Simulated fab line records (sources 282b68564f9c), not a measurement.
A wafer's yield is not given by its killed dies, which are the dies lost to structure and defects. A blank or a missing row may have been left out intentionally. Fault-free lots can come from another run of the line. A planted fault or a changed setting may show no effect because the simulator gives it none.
fab line records -- flow rit_cmos
record: lots: 14, wafers: 42, last_day: 7
route steps=202 shown CONTACT@171 M1@202
lots that met no fault: taken from a fault-free run of the same line
start_h: hours from the record's opening day to when the first of the lot's shown wafers began -- wait_h: hours elapsed since this lot's preceding step -- " unchanged from the row above -- L1.1+2: several wafers, shown together as one row -- - no value, or no start given -- * or withheld: withheld -- < > ~ a bound
route shown NAME@n: a module of which the file shows steps, and the number in the route of the first -- usual: the fault-free wafers' mean and standard deviation -- same: alike in all rows -- chamber/n: place in a boat -- sites: each site's reading -- _std_site: how widely they spread, as a standard deviation -- _edge_site: mean of outer sites minus mean of inner sites -- radius_mm: how far each site lies from the wafer's centre -- mask NAME#n: copy n -- behind: the tool/chamber that last shaped the wafer -- hold: cause of the lot's hold/its duration in hours/its outcome -- device: which transistor (n, p or np) failed to switch -- end of line: the same wafers' tests at the end of the route -- a step given without rows: its recipe and nothing more -- killed: the dies lost at the first sort to structure and to defects; this is not the yield of the wafer -- map: per-die view of a wafer (x killed, . not killed, _ where there is no die)
set.NAME: setting as actually run; set.NAME@STEP: the setting as run at that earlier step -- model.NAME: the simulator's own value behind a step, which no gauge read
steps of the route over a sample of lots; a table a step, a row a wafer
== steps ==
step: RIT_CONTACT_COAT_03
recipe: resist: NOVOLAK, spin_rpm: 3250, resist_thk_nm: 1000
usual: spin_speed_rpm: 3250.0/2.4
lot.wafer,tool,chamber,start_h,wait_h,spin_speed_rpm
L625.3,litho_track-02,0,56.52,0.1,3248.4
L625.4,litho_track-02,0,56.52,0.1,3250.6
L625.5,litho_track-02,0,56.52,0.1,3254.8
L626.2,litho_track-03,0,58.38,0.1,3249.3
L626.4,litho_track-03,0,58.38,0.1,3251.0
L626.6,litho_track-03,0,58.38,0.1,3250.7
L627.1,litho_track-02,0,66.68,0.1,3253.5
L627.2,litho_track-02,0,66.68,0.1,3249.3
L627.4,litho_track-02,0,66.68,0.1,3247.8
L628.3,litho_track-03,0,68.36,0.1,3249.5
L628.4,litho_track-03,0,68.36,0.1,3248.5
L628.5,litho_track-03,0,68.36,0.1,3248.9
L629.1,litho_track-03,0,74.96,0.1,3247.6
L629.3,litho_track-03,0,74.96,0.1,3245.2
L629.6,litho_track-03,0,74.96,0.1,3249.3
L630.4,litho_track-02,0,77.04,0.1,3247.7
L630.5,litho_track-02,0,77.04,0.1,3254.4
L630.6,litho_track-02,0,77.04,0.1,3251.2
L631.1,litho_track-03,0,81.57,0.1,3251.7
L631.4,litho_track-03,0,81.57,0.1,3249.1
L631.5,litho_track-03,0,81.57,0.1,3253.6
L632.1,litho_track-01,0,85.07,0.1,3246.9
L632.4,litho_track-01,0,85.07,0.1,3251.2
L632.6,litho_track-01,0,85.07,0.1,3247.7
L634.2,litho_track-02,0,96.02,0.1,3336.4
L634.5,litho_track-02,0,96.02,0.1,3341.2
L634.6,litho_track-02,0,96.02,0.1,3336.8
L636.1,litho_track-02,0,105.46,0.1,3334.4
L636.5,litho_track-02,0,105.46,0.1,3336.2
L636.6,litho_track-02,0,105.46,0.1,3337.3
L643.1,litho_track-03,0,140.71,0.1,3248.7
L643.3,litho_track-03,0,140.71,0.1,3248.5
L643.5,litho_track-03,0,140.71,0.1,3250.2
L646.1,litho_track-01,0,155.75,0.1,3246.4
L646.4,litho_track-01,0,155.75,0.1,3248.4
L646.6,litho_track-01,0,155.75,0.1,3250.3
L647.2,litho_track-01,0,161.67,0.1,3251.9
L647.3,litho_track-01,0,161.67,0.1,3250.0
L647.6,litho_track-01,0,161.67,0.1,3248.4
L648.1,litho_track-02,0,171.22,0.1,3246.7
L648.2,litho_track-02,0,171.22,0.1,3249.3
L648.5,litho_track-02,0,171.22,0.1,3245.9
step: RIT_M1_PROBE_99
usual: killed_at_M0_to_M3: 0.0/0.083, killed_at_contacts: 0.1/0.24, killed_at_front_end: 7.1/2.8, killed_dies: 7.2/2.8, killed_on_rim: 1.8/1.4, killed_open: 3.6/2.1, killed_short: 3.6/1.9
same: gross_dies: 264, killed_at_M4_up: 0, killed_at_back_side: 0, killed_at_other: 0
lot.wafer,tool,chamber,start_h,wait_h,killed_at_M0_to_M3,killed_at_contacts,killed_at_front_end,killed_dies,killed_on_rim,killed_open,killed_short
L625.3,prober-01,-,62.80,0.2,0,0,6,6,1,3,3
L625.4,prober-01,-,62.85,0.2,0,0,11,11,5,3,8
L625.5,prober-01,-,62.90,0.2,0,0,6,6,1,4,2
L626.2,prober-02,-,65.49,0.1,0,0,7,7,2,4,3
L626.4,prober-02,-,65.59,0.2,0,0,10,10,2,5,5
L626.6,prober-02,-,65.69,0.2,0,0,9,9,3,2,7
L627.1,prober-01,-,72.85,0.1,0,0,12,12,1,5,7
L627.2,prober-01,-,72.90,0.1,0,0,10,10,2,6,4
L627.4,prober-01,-,73.00,0.2,0,0,7,7,2,2,5
L628.3,prober-02,-,74.70,0.2,0,0,5,5,0,2,3
L628.4,prober-02,-,74.75,0.2,0,1,6,7,1,3,4
L628.5,prober-02,-,74.80,0.2,0,0,8,8,2,6,2
L629.1,prober-01,-,81.22,0.1,0,0,9,9,1,4,5
L629.3,prober-01,-,81.32,0.2,0,0,6,6,2,2,4
L629.6,prober-01,-,81.47,0.2,0,0,5,5,0,5,0
L630.4,prober-02,-,83.31,0.2,0,0,11,11,3,9,2
L630.5,prober-02,-,83.36,0.2,0,1,2,3,0,2,1
L630.6,prober-02,-,83.41,0.2,0,0,3,3,0,3,0
L631.1,prober-01,-,87.56,0.1,0,0,4,4,1,2,2
L631.4,prober-01,-,87.71,0.2,0,0,6,6,0,3,3
L631.5,prober-01,-,87.76,0.2,0,0,4,4,0,2,2
L632.1,prober-02,-,91.06,0.1,0,0,9,9,2,3,6
L632.4,prober-02,-,91.21,0.2,0,0,5,5,3,3,2
L632.6,prober-02,-,91.31,0.2,0,1,7,8,4,5,3
L634.2,prober-02,-,102.15,0.1,0,0,3,3,1,1,2
L634.5,prober-02,-,102.30,0.2,0,0,5,5,2,0,5
L634.6,prober-02,-,102.35,0.2,0,0,7,7,1,4,3
L636.1,prober-01,-,111.43,0.1,0,0,6,6,1,3,3
L636.5,prober-01,-,111.63,0.2,0,0,4,4,0,1,3
L636.6,prober-01,-,111.68,0.2,0,0,5,5,1,2,3
L643.1,prober-02,-,146.75,0.1,0,0,10,10,7,5,5
L643.3,prober-02,-,146.85,0.2,0,1,12,13,6,7,6
L643.5,prober-02,-,146.95,0.2,0,0,7,7,0,3,4
L646.1,prober-01,-,161.88,0.1,0,0,10,10,2,6,4
L646.4,prober-01,-,162.03,0.2,0,0,5,5,0,0,5
L646.6,prober-01,-,162.13,0.2,0,0,8,8,2,2,6
L647.2,prober-02,-,167.96,0.1,0,0,10,10,2,7,3
L647.3,prober-02,-,168.01,0.2,0,0,3,3,1,1,2
L647.6,prober-02,-,168.16,0.2,0,0,7,7,2,5,2
L648.1,prober-02,-,178.67,0.1,1,0,5,6,1,2,4
L648.2,prober-02,-,178.72,0.1,0,0,8,8,3,6,2
L648.5,prober-02,-,178.87,0.2,0,1,7,8,1,5,3
killed by level:class
L625.3 SILICIDE:geometric_particle:open=2 FOX2:geometric_particle:short=1 GATE:geometric_particle:open=1 GATE:geometric_particle:short=1 REOX:geometric_particle:short=1
L625.4 GATE:geometric_particle:short=7 FOX1:geometric_particle:short=1 FOX1:geometric_particle:open=1 REOX:geometric_particle:open=1 SPACER:geometric_particle:open=1
L625.5 GATE:geometric_particle:open=3 SPACER:geometric_particle:short=2 FOX2:geometric_particle:open=1
L626.2 GATE:geometric_particle:open=2 REOX:geometric_particle:short=2 FOX1:geometric_particle:open=1 GATE:geometric_particle:short=1 REOX:geometric_particle:open=1
L626.4 GATE:geometric_particle:short=2 GATE:geometric_particle:open=2 FOX2:geometric_particle:short=1 FOX2:geometric_particle:open=1 REOX:geometric_particle:open=1 REOX:geometric_particle:short=1 SILICIDE:geometric_particle:open=1 SILICIDE:geometric_particle:short=1
L626.6 FOX1:geometric_particle:short=3 GATE:geometric_particle:open=2 GATE:geometric_particle:short=2 REOX:geometric_particle:short=2
L627.1 FOX1:geometric_particle:open=2 REOX:geometric_particle:short=2 SPACER:geometric_particle:short=2 SPACER:geometric_particle:open=2 FOX1:geometric_particle:short=1 FOX2:geometric_particle:short=1 GATE:geometric_particle:short=1 REOX:geometric_particle:open=1
L627.2 GATE:geometric_particle:open=3 REOX:geometric_particle:open=2 REOX:geometric_particle:short=2 FOX1:geometric_particle:short=1 SPACER:geometric_particle:open=1 SPACER:geometric_particle:short=1
L627.4 GATE:geometric_particle:short=3 FOX1:geometric_particle:short=1 REOX:geometric_particle:short=1 SPACER:geometric_particle:open=1 SILICIDE:geometric_particle:open=1
L628.3 FOX1:geometric_particle:short=2 SILICIDE:geometric_particle:open=2 SILICIDE:geometric_particle:short=1
L628.4 SPACER:geometric_particle:open=2 FOX1:geometric_particle:short=1 FOX1:geometric_particle:open=1 REOX:geometric_particle:short=1 SILICIDE:geometric_particle:short=1 CONTACT:geometric_particle:short=1
L628.5 SILICIDE:geometric_particle:open=3 GATE:geometric_particle:open=2 GATE:geometric_particle:short=1 REOX:geometric_particle:short=1 SPACER:geometric_particle:open=1
L629.1 SPACER:geometric_particle:short=2 SILICIDE:geometric_particle:open=2 FOX1:geometric_particle:open=1 FOX2:geometric_particle:short=1 GATE:geometric_particle:short=1 REOX:geometric_particle:open=1 SILICIDE:geometric_particle:short=1
L629.3 FOX2:geometric_particle:short=1 GATE:geometric_particle:short=1 SPACER:geometric_particle:open=1 SPACER:geometric_particle:short=1 SILICIDE:geometric_particle:short=1 SILICIDE:geometric_particle:open=1
L629.6 SPACER:geometric_particle:open=4 FOX1:geometric_particle:open=1
L630.4 GATE:geometric_particle:open=5 REOX:geometric_particle:open=2 FOX1:geometric_particle:open=1 GATE:geometric_particle:short=1 REOX:geometric_particle:short=1 SPACER:geometric_particle:open=1
L630.5 FOX2:geometric_particle:short=1 GATE:geometric_particle:open=1 CONTACT:geometric_particle:open=1
L630.6 REOX:geometric_particle:open=2 SILICIDE:geometric_particle:open=1
L631.1 FOX1:geometric_particle:open=1 GATE:geometric_particle:short=1 REOX:geometric_particle:open=1 REOX:geometric_particle:short=1
L631.4 FOX2:geometric_particle:short=2 GATE:geometric_particle:open=2 GATE:geometric_particle:short=1 SPACER:geometric_particle:open=1
L631.5 FOX2:geometric_particle:open=1 GATE:geometric_particle:short=1 REOX:geometric_particle:short=1 SILICIDE:geometric_particle:open=1
L632.1 SPACER:geometric_particle:short=3 FOX1:geometric_particle:short=2 GATE:geometric_particle:open=1 SPACER:geometric_particle:open=1 SILICIDE:geometric_particle:open=1 SILICIDE:geometric_particle:short=1
L632.4 GATE:geometric_particle:short=2 FOX1:geometric_particle:open=1 GATE:geometric_particle:open=1 SPACER:geometric_particle:open=1
L632.6 FOX1:geometric_particle:short=2 SILICIDE:geometric_particle:open=2 FOX1:geometric_particle:open=1 GATE:geometric_particle:open=1 SPACER:geometric_particle:short=1 CONTACT:geometric_particle:open=1
L634.2 FOX1:geometric_particle:open=1 FOX1:geometric_particle:short=1 GATE:geometric_particle:short=1
L634.5 GATE:geometric_particle:short=2 FOX1:geometric_particle:short=1 SPACER:geometric_particle:short=1 SILICIDE:geometric_particle:short=1
L634.6 GATE:geometric_particle:short=2 SILICIDE:geometric_particle:open=2 GATE:geometric_particle:open=1 SPACER:geometric_particle:open=1 SPACER:geometric_particle:short=1
L636.1 FOX1:geometric_particle:open=2 FOX1:geometric_particle:short=2 GATE:geometric_particle:short=1 SPACER:geometric_particle:open=1
L636.5 FOX1:geometric_particle:short=1 REOX:geometric_particle:short=1 SPACER:geometric_particle:open=1 SILICIDE:geometric_particle:short=1
L636.6 GATE:geometric_particle:short=3 FOX1:geometric_particle:open=2
L643.1 GATE:geometric_particle:short=4 GATE:geometric_particle:open=3 FOX1:geometric_particle:open=1 SILICIDE:geometric_particle:short=1 REOX:geometric_particle:open=1
L643.3 GATE:geometric_particle:short=3 GATE:geometric_particle:open=2 SILICIDE:geometric_particle:open=2 FOX1:geometric_particle:open=1 FOX2:geometric_particle:open=1 REOX:geometric_particle:short=1 REOX:geometric_particle:open=1 SILICIDE:geometric_particle:short=1
L643.5 FOX1:geometric_particle:short=1 FOX2:geometric_particle:short=1 GATE:geometric_particle:open=1 GATE:geometric_particle:short=1 REOX:geometric_particle:open=1 SILICIDE:geometric_particle:short=1 SILICIDE:geometric_particle:open=1
L646.1 GATE:geometric_particle:open=4 GATE:geometric_particle:short=2 FOX1:geometric_particle:open=1 FOX2:geometric_particle:open=1 SPACER:geometric_particle:short=1 SILICIDE:geometric_particle:short=1
L646.4 GATE:geometric_particle:short=2 FOX1:geometric_particle:short=1 SPACER:geometric_particle:short=1 SILICIDE:geometric_particle:short=1
L646.6 GATE:geometric_particle:short=2 GATE:geometric_particle:open=2 SPACER:geometric_particle:short=2 SILICIDE:geometric_particle:short=2
L647.2 GATE:geometric_particle:open=4 GATE:geometric_particle:short=2 FOX1:geometric_particle:open=1 REOX:geometric_particle:short=1 SPACER:geometric_particle:open=1 SILICIDE:geometric_particle:open=1
L647.3 FOX1:geometric_particle:short=1 FOX1:geometric_particle:open=1 REOX:geometric_particle:short=1
L647.6 GATE:geometric_particle:open=2 FOX1:geometric_particle:open=1 FOX2:geometric_particle:open=1 GATE:geometric_particle:short=1 REOX:geometric_particle:short=1 SILICIDE:geometric_particle:open=1
L648.1 GATE:geometric_particle:short=3 REOX:geometric_particle:open=2 M1:geometric_particle:short=1
L648.2 GATE:geometric_particle:open=3 GATE:geometric_particle:short=2 SPACER:geometric_particle:open=2 REOX:geometric_particle:open=1
L648.5 SILICIDE:geometric_particle:open=2 GATE:geometric_particle:open=1 REOX:geometric_particle:short=1 REOX:geometric_particle:open=1 SPACER:geometric_particle:open=1 SPACER:geometric_particle:short=1 CONTACT:geometric_particle:short=1
== key ==
first_sign: step: RIT_CONTACT_COAT_03, reading: spin_speed_rpm, direction: up, sigmas: 36, usual: 3250.0, struck: 3337.0
effect none on later readings
met_at RIT_CONTACT_COAT_03
struck_lots L634,L636
tester_left_out L634,L636
onset_between 77.04 96.02
fault: kind: process_parameter_drift, tool: litho_track-02, chamber: -, onset_h: 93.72, steps: RIT_CONTACT_COAT_03, channel: spin_rpm, offset: 84.824, shape: step, end_h: 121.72, acts_in: these_recipes_only, stated: 3250
tester_left_out: of these lots the tester's yield and bins aren't shown, on N5 and GAA mostly nor the transistor test; their killed dies are dies lost to structure and defects alone, not to doping, threshold or leakage, so they don't give the yield
